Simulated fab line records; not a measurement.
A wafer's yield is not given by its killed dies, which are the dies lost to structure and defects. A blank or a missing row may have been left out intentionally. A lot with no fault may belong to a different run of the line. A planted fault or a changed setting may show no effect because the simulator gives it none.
One fault through the eyes of 2 desks | flow berkeley_cmos170 | each desk holds nothing but its own numbers, with what lay behind them at the end

## FROM THE METROLOGY DESK
Lot by lot, what the gauges showed, no matter which tool ran the lot: averages of those sampled wafers that carry a number. The brackets show how far a lot's mean lies from the usual mean; more than 4 standard deviations puts the lot out of limits, marked OUT.
Columns: A = NVT_TW at UCB170_NVT_TW_MEAS_09, usual 525
lot  | first seen here | A
L205 | day 5 07:02     | 526
L206 | day 5 11:46     | 526
L207 | day 5 22:59     | 524
L210 | day 6 07:16     | 529
L208 | day 6 07:33     | 519
L209 | day 6 07:40     | 525
L211 | day 6 14:53     | 518
L215 | day 7 08:35     | 528
L214 | day 7 08:47     | 527
L216 | day 7 14:49     | 466 (-14) OUT
L217 | day 7 15:08     | 465 (-15) OUT
L220 | day 8 18:40     | 529
L224 | day 9 00:01     | 522
L223 | day 9 00:17     | 520
L221 | day 9 00:19     | 472 (-13) OUT
This desk finds L216, L217, L221 out of limits, with the earliest case on L216 at day 7 14:49 (NVT_TW at UCB170_NVT_TW_MEAS_09). L205, L206, L207, L210, L208, L209, L211, L215, L214, L220, L224, L223: within limits.

## FOR THE TOOL OWNER'S DESK: implanter-03
The tool's own readings at UCB170_NVT_IMPLANT_07, given as means over the sampled wafers that have a number, one for each lot that went through this tool. The brackets show how far a lot's mean lies from the usual mean; more than 4 standard deviations puts the lot out of limits, marked OUT.
Columns: A = beam_energy_keV at UCB170_NVT_IMPLANT_07, usual 50.000
lot  | first seen here | A
L205 | day 5 06:49     | 50.008
L206 | day 5 11:31     | 50.003
L207 | day 5 22:44     | 50.025
L208 | day 6 07:19     | 49.994
L215 | day 7 08:16     | 49.986
L216 | day 7 14:35     | 32.485 (-99 or more) OUT
L217 | day 7 14:55     | 32.513 (-99 or more) OUT
L221 | day 9 00:02     | 32.480 (-99 or more) OUT
Finding of this desk: L216, L217, L221 out of limits; the first was L216 at day 7 14:35, on beam_energy_keV at UCB170_NVT_IMPLANT_07. L205, L206, L207, L208, L215: within limits.

## BROUGHT TOGETHER
An alarm could have come from the tool owner's desk at day 7 14:35, on L216, L217, L221.
On L216, L217, L221, the metrology desk was in a position to raise an alarm at day 7 14:49.
The lots listed all ran UCB170_NVT_IMPLANT_07 on implanter-03.

## WHAT HAD BEEN PUT IN BY THE SIMULATOR
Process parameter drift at UCB170_NVT_IMPLANT_07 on implanter-03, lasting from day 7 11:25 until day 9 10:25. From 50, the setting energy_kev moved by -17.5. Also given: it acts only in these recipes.
Struck lots among those shown: L216, L217, L221.
Counting hours from when the fault started, the first reading out of limits came at 3 for the tool owner's desk and at 3 for the metrology desk.
